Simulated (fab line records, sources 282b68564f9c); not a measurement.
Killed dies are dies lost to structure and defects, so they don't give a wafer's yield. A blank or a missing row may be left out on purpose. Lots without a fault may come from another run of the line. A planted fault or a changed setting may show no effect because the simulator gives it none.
fab line records | flow rit_cmos
record lots=4 wafers=12 last_day=7
route steps=202 shown SDANNEAL@156 SILICIDE@161 CONTACT@168 M1@184
lots that met no fault: from a run of the same line without faults
start_h: hours from the record's first day to the start of the lot's first wafer shown | wait_h: hours since the lot's step before | " the same as in the row above | L1.1+2: a row that stands for several wafers | - no value, or no start given | * or withheld: withheld | < > ~ a bound
route shown NAME@n: a module of which the file shows steps, and the number in the route of the first | usual: mean/standard deviation of fault-free wafers | same: alike in all rows | chamber/n: place in a boat | sites: the reading at each site | _std_site: their standard deviation | _edge_site: outer sites' mean less inner sites' | radius_mm: how far each site lies from the wafer's centre | mask NAME#n: copy n | behind: the tool/chamber that last shaped the wafer | hold: why the lot was held/for how many hours/how that ended | device: the transistor (n, p or np) that didn't switch | end of line: the same wafers' tests at the end of the route | a step without rows: its recipe alone | killed: dies lost to structure and defects at the first sort, not the wafer's yield | map: a wafer's dies, x killed, . not, _ none there
set.NAME: the setting as run; set.NAME@STEP: as run at that earlier step | model.NAME: the simulator's own value behind a step, which no gauge read
lots at some steps of the route; a table a step, a row a wafer
services: from which hour (start_h, from the record's first day; less than 0 if before it) a tool's chamber was out of use, for how many hours, and why
## steps
# step RIT_SDANNEAL_RTA_03
# recipe temp_c=1050 time_s=5 idle_temp_c=600 ramp_up_c_per_s=342 ramp_down_c_per_s=171 cool_to_c=600 ambient=N2
# step RIT_SILICIDE_WET_ETCH_00
# recipe chemistry=BOE target=SiO2 target_depth_nm=14 time_s=15 dry=n2_spin dilution=10:1 temp_c=21.5
# step RIT_SILICIDE_SPUTTER_01
# recipe material=Ti target_thk_nm=30 power_w=350 chamber_pressure_pa=0.667 gas=Ar time_s=240 substrate_temp_c=25
# step RIT_SILICIDE_RTA_04
# recipe temp_c=650 time_s=10 idle_temp_c=25 ramp_up_s=5 ramp_down_s=5 cool_to_c=25 ambient=N2
# step RIT_SILICIDE_WET_ETCH_05
# recipe chemistry=SPM target=Ti temp_c=90 time_s=120 dry=n2_spin
# step RIT_SILICIDE_RTA_06
# recipe temp_c=750 time_s=10 idle_temp_c=25 ramp_up_s=5 ramp_down_s=10 cool_to_c=25 ambient=N2
# step RIT_CONTACT_CVD_00
# recipe material=SiO2 target_thk_nm=400 precursor=TEOS temp_c=390 time_s=61 rf_w=400
# usual heater_power_w=306/33 rf_fwd_power_W=396.2/1.8 susceptor_temp_C=389.99/0.2
# columns lot.wafer tool chamber start_h wait_h heater_power_w rf_fwd_power_W since_wet_clean_h susceptor_temp_C model.SiO2_of_CONTACT_CVD_00.thk_nm
L288.1 pecvd-02 2 125.30 0.1 290 398.9 681 389.65 403.3
L288.2 " 0 " " 279 395.1 681 390.37 395.9
L288.3 " 2 " " 314 397.9 - 389.82 409.9
L291.1 pecvd-02 2 138.17 0.1 281 395.4 693 389.79 397.1
L291.3 " 1 " " 298 397.7 693 389.47 399.4
L291.6 " 0 " " 396 237.7 - 390.35 341.5
L293.1 pecvd-04 2 150.34 0.1 326 392.9 301 390.09 393.7
L293.4 " 2 " " 334 394.4 - 390.20 397.3
L293.5 " 0 " " 322 397.4 - 389.94 405
L294.4 pecvd-02 1 155.90 0.0 325 398.2 - 389.93 408.2
L294.5 " 0 " " 381 234.6 - 390.01 348.3
L294.6 " 2 " " 359 399.9 - 390.01 407.2
# step RIT_CONTACT_THK_MEAS_01
# recipe reads=SiO2_of_CONTACT_CVD_00
# usual CONTACT_TEOS_THK=400/5.5
# columns lot.wafer tool chamber start_h wait_h CONTACT_TEOS_THK[nm]
L288.1 film_metro-02 - 125.37 0.1 403
L288.2 " - " " 396
L288.3 " - " " 410
L291.1 film_metro-01 - 138.22 0.0 397
L291.3 " - " " 399
L291.6 " - " " 342
L293.1 film_metro-04 - 150.39 0.0 393
L293.4 " - " " 397
L293.5 " - " " 405
L294.4 film_metro-04 - 155.96 0.0 408
L294.5 " - " " 348
L294.6 " - " " 407
# step RIT_CONTACT_HMDS_02
# recipe prime_time_s=60 prime_temp_c=140
# step RIT_CONTACT_COAT_03
# recipe resist=NOVOLAK spin_rpm=3250 resist_thk_nm=1000
# step RIT_CONTACT_SOFTBAKE_04
# recipe resist=NOVOLAK temp_c=90 time_s=60
# step RIT_CONTACT_EXPOSE_05
# recipe mask_id=M11 na=0.6 source_shape=conventional sigma_outer=0.5 target_cd_nm=1000 dose_mj=247.5
# step RIT_CONTACT_PEB_06
# recipe resist=NOVOLAK temp_c=withheld time_s=withheld
# step RIT_CONTACT_DEVELOP_07
# recipe resist=NOVOLAK develop_time_s=120 dev_temp_c=23
# step RIT_CONTACT_HARDBAKE_10
# recipe resist=NOVOLAK temp_c=140 time_s=60
# step RIT_CONTACT_ETCH_11
# recipe target_depth_a=4800 over_etch_frac=0.1858 stop_on=TiSi2 chemistry=CHF3/CF4/Ar target=SiO2 CHF3_flow_sccm=50 cf4_flow_sccm=10 Ar_flow_sccm=100 O2_flow_sccm=5 pressure_mtorr=100 rf_w=200 time_s=320
# usual drypump_motor_current_A=5.8/0.32 oes_product_au=0.993/0.018 rf_fwd_power_W=199.4/0.71 throttle_valve_pct=8.90/0.15
# columns lot.wafer tool chamber start_h wait_h drypump_motor_current_A oes_product_au rf_fwd_power_W rf_hours_counter_h throttle_valve_pct model.CONTACT.feature_depth_nm model.etch.depth_nm
L288.1 rie_diel-03 1 126.86 0.1 5.9 0.977 197.9 111 9.03 403.3 403.3
L288.2 " 0 " " 5.4 1.008 197.9 52 8.95 395.9 395.9
L288.3 " 3 " " 4.8 1.021 199.5 66 8.93 409.9 409.9
L291.1 rie_diel-03 2 139.68 0.1 6.2 1.003 198.6 9 8.77 397.1 397.1
L291.3 " 1 " " 5.9 0.977 199.9 111 9.00 399.4 399.4
L291.6 " 1 " " 5.9 0.975 199.7 - 9.02 341.5 341.5
L293.1 rie_diel-03 1 151.93 0.1 5.9 0.978 199.6 112 9.00 393.7 393.7
L293.4 " 3 " " 4.8 1.012 198.8 67 8.93 397.3 397.3
L293.5 " 0 " " 5.5 1.007 199.1 - 8.98 405 405
L294.4 rie_diel-04 3 157.38 0.1 6.0 1.009 199.7 96 8.89 408.2 408.2
L294.5 " 3 " " 6.0 1.004 199.8 - 8.88 348.3 348.3
L294.6 " 0 " " 5.9 0.968 198.8 - 8.66 407.2 407.2
# step RIT_CONTACT_STRIP_12
# recipe chemistry=O2 time_s=180 resist=NOVOLAK platen_temp_c=withheld power_w=500 pressure_mtorr=4000 o2_flow_sccm=4000
# step RIT_CONTACT_CLEAN_13
# recipe chemistry=SC1 mix=3:3:50 time_s=600 temp_c=75
# step RIT_CONTACT_CLEAN_14
# recipe chemistry=SC2 mix=3:3:50 time_s=600 temp_c=75 dry=n2_spin
# step RIT_M1_SPUTTER_00
# recipe material=Al target_thk_nm=400 power_w=2000 chamber_pressure_pa=0.4 gas=Ar time_s=500 substrate_temp_c=25
# step RIT_M1_HMDS_03
# recipe prime_time_s=60 prime_temp_c=140
# step RIT_M1_COAT_04
# recipe resist=NOVOLAK spin_rpm=2000 resist_thk_nm=1300
# step RIT_M1_SOFTBAKE_05
# recipe resist=NOVOLAK temp_c=90 time_s=60
# step RIT_M1_EXPOSE_06
# recipe mask_id=M12 na=0.6 source_shape=conventional sigma_outer=0.5 target_cd_nm=2600 dose_mj=250
# step RIT_M1_PEB_07
# recipe resist=NOVOLAK temp_c=withheld time_s=withheld
# step RIT_M1_DEVELOP_08
# recipe resist=NOVOLAK develop_time_s=68 dev_temp_c=23.77
# step RIT_M1_HARDBAKE_11
# recipe resist=NOVOLAK temp_c=140 time_s=120
# step RIT_M1_METAL_ETCH_12
# recipe stop_on=SiO2 chemistry=Cl2/BCl3 target=Al time_s=165 over_etch_frac=0.5 pressure_mtorr=100 target_depth_a=6000 rf_w=250 Cl2_flow_sccm=60 bcl3_flow_sccm=50
# usual bcl3_flow_sccm=50.01/0.15 drypump_motor_current_A=5.70/0.27 oes_product_au=0.773/0.014 rf_fwd_power_W=248.9/0.8 throttle_valve_pct=8.36/0.1
# columns lot.wafer tool chamber start_h wait_h bcl3_flow_sccm drypump_motor_current_A oes_product_au rf_fwd_power_W rf_hours_counter_h throttle_valve_pct model.SiO2_of_CONTACT_CVD_00.thk_nm
L288.1 rie_metal-02 0 129.61 0.2 49.93 6.10 0.752 249.0 3 8.31 366.1
L288.2 " 1 " " 50.07 5.73 0.772 248.5 3 8.50 360.3
L288.3 " 0 " " 49.92 6.10 0.744 247.1 - 8.32 372.9
L291.1 rie_metal-03 1 142.50 0.2 50.12 5.30 0.763 249.6 5 8.25 360
L291.3 " 1 " " 49.91 5.30 0.769 248.5 - 8.22 362.4
L291.6 " 1 " " 49.99 5.32 0.762 249.0 - 8.22 304.4
L293.1 rie_metal-03 1 154.71 0.2 50.15 5.33 0.764 247.4 6 8.24 357
L293.4 " 0 " " 50.00 5.64 0.770 248.9 - 8.34 360.9
L293.5 " 0 " " 49.84 5.62 0.757 248.5 - 8.33 368.6
L294.4 rie_metal-04 1 160.13 0.1 50.16 5.60 0.781 250.0 - 8.49 370.6
L294.5 " 1 " " 50.28 5.60 0.785 248.4 - 8.50 310.6
L294.6 " 0 " " 49.84 5.88 0.775 248.6 - 8.38 370.4
# step RIT_M1_STRIP_13
# recipe chemistry=nmp resist=NOVOLAK temp_c=80 time_s=600 dry=n2_spin
# step RIT_M1_PROBE_99
# usual killed_at_front_end=8/3.1 killed_dies=8/3.2 killed_on_rim=2.1/1.6 killed_open=3.9/2.2 killed_short=3.8/2.1
# same gross_dies=264 killed_at_M0_to_M3=0 killed_at_M4_up=0 killed_at_back_side=0 killed_at_contacts=0 killed_at_other=0
# columns lot.wafer tool chamber start_h wait_h killed_at_front_end killed_dies killed_on_rim killed_open killed_short model.etest.field_p_metal.vt_v model.etest.nmos_0p15.junction_log10_a_um model.etest.nmos_narrow.off_log10_a_um model.etest.antenna_contact.vt_shift_v
L288.1 prober-02 - 132.02 0.1 13 13 3 6 7 -29.98 -13.68 -13.13 -0.01253
L288.2 prober-02 - 132.07 0.1 9 9 2 3 6 -29.4 -13.61 -13.17 -0.01072
L288.3 prober-02 - 132.12 0.2 14 14 4 9 5 -30.05 -13.57 -13.08 -0.01433
L291.1 prober-01 - 144.93 0.1 5 5 2 4 1 -29.06 -13.54 -13.19 -0.01024
L291.3 prober-01 - 145.03 0.2 9 9 2 3 6 -28.94 -13.62 -13.11 -0.01008
L291.6 prober-01 - 145.18 0.2 13 13 4 9 4 -25.91 -13.2 -12.96 -0.01932
L293.1 prober-01 - 156.98 0.1 3 3 2 1 2 -29.23 -13.61 -13.34 -0.01865
L293.4 prober-01 - 157.13 0.2 9 9 4 5 4 -28.94 -13.72 -13.27 -0.01051
L293.5 prober-01 - 157.18 0.2 12 12 3 2 10 -29.25 -13.46 -13.27 -0.01102
L294.4 prober-02 - 162.47 0.2 2 2 1 1 1 -29.85 -13.52 -13.03 -0.01563
L294.5 prober-02 - 162.52 0.2 4 4 0 0 4 -27.84 -13.11 -13.09 -0.02085
L294.6 prober-02 - 162.57 0.2 5 5 1 3 2 -30.46 -13.57 -13.12 -0.007765
# killed by level:class
L288.1 GATE:geometric_particle:short=4 FOX2:geometric_particle:short=3 FOX2:geometric_particle:open=3 SILICIDE:geometric_particle:open=2 GATE:geometric_particle:open=1
L288.2 GATE:geometric_particle:short=4 FOX1:geometric_particle:open=1 FOX2:geometric_particle:short=1 GATE:geometric_particle:open=1 REOX:geometric_particle:open=1 SILICIDE:geometric_particle:short=1
L288.3 FOX2:geometric_particle:open=3 GATE:geometric_particle:open=2 GATE:geometric_particle:short=2 REOX:geometric_particle:open=2 FOX1:geometric_particle:open=1 SPACER:geometric_particle:short=1 REOX:geometric_particle:short=1 SPACER:geometric_particle:open=1
L291.1 FOX1:geometric_particle:open=2 FOX1:geometric_particle:short=1 GATE:geometric_particle:open=1 REOX:geometric_particle:open=1
L291.3 REOX:geometric_particle:short=2 SILICIDE:geometric_particle:short=2 FOX1:geometric_particle:open=1 FOX2:geometric_particle:open=1 GATE:geometric_particle:open=1 GATE:geometric_particle:short=1 SPACER:geometric_particle:short=1
L291.6 GATE:geometric_particle:open=6 GATE:geometric_particle:short=2 SILICIDE:geometric_particle:open=2 FOX1:geometric_particle:open=1 FOX2:geometric_particle:short=1 SPACER:geometric_particle:short=1
L293.1 FOX1:geometric_particle:open=1 FOX1:geometric_particle:short=1 SPACER:geometric_particle:short=1
L293.4 GATE:geometric_particle:open=3 SPACER:geometric_particle:short=2 FOX1:geometric_particle:open=1 FOX1:geometric_particle:short=1 GATE:geometric_particle:short=1 SPACER:geometric_particle:open=1
L293.5 GATE:geometric_particle:short=6 FOX1:geometric_particle:short=2 FOX2:geometric_particle:short=1 FOX2:geometric_particle:open=1 GATE:geometric_particle:open=1 SPACER:geometric_particle:short=1
L294.4 SPACER:geometric_particle:open=1 SILICIDE:geometric_particle:short=1
L294.5 FOX1:geometric_particle:short=2 GATE:geometric_particle:short=1 REOX:geometric_particle:short=1
L294.6 GATE:geometric_particle:open=2 FOX1:geometric_particle:open=1 GATE:geometric_particle:short=1 REOX:geometric_particle:short=1
## services
# columns tool chamber start_h hours kind
rie_metal-02 - 119.93 2.8 pm
pecvd-02 1 124.22 6.3 repair
rie_metal-03 0 129.02 22.0 repair
rie_metal-03 - 131.20 0.5 repair
rie_metal-04 - 136.12 20.0 pm
rie_metal-04 0 136.12 20.0 vent_cycle
rie_metal-04 1 136.12 20.0 vent_cycle
pecvd-02 - 146.41 6.0 pm
rie_diel-04 3 152.95 2.2 repair
rie_metal-04 0 156.12 - clean
rie_metal-04 1 156.12 - clean
rie_diel-04 1 158.68 1.5 repair
## key
first_sign step=RIT_CONTACT_CVD_00 reading=rf_fwd_power_W direction=down sigmas=87 usual=396.2 struck=236.2
effect step=RIT_CONTACT_THK_MEAS_01 reading=CONTACT_TEOS_THK direction=down sigmas=10 usual=400 struck=345
model_effect step=RIT_CONTACT_CVD_00 value=SiO2_of_CONTACT_CVD_00.thk_nm without=402.2 struck=344.9
model_effect step=RIT_CONTACT_ETCH_11 value=CONTACT.feature_depth_nm without=402.2 struck=344.9
model_effect step=RIT_M1_METAL_ETCH_12 value=SiO2_of_CONTACT_CVD_00.thk_nm without=364.8 struck=307.5
model_effect step=RIT_M1_PROBE_99 value=etest.field_p_metal.vt_v without=-29.8 struck=-26.88
met_at RIT_CONTACT_CVD_00
struck_wafers L291.6,L294.5
tester_left_out L291,L294
onset_between 125.30 138.17
fault kind=process_parameter_drift tool=pecvd-02 chamber=0 onset_h=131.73 steps=RIT_CONTACT_CVD_00 channel=rf_w offset=-160 shape=step end_h=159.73 stated=400
# tester_left_out: of these lots the tester's yield and bins aren't shown, on N5 and GAA mostly nor the transistor test; their killed dies are dies lost to structure and defects alone, not to doping, threshold or leakage, so they don't give the yield
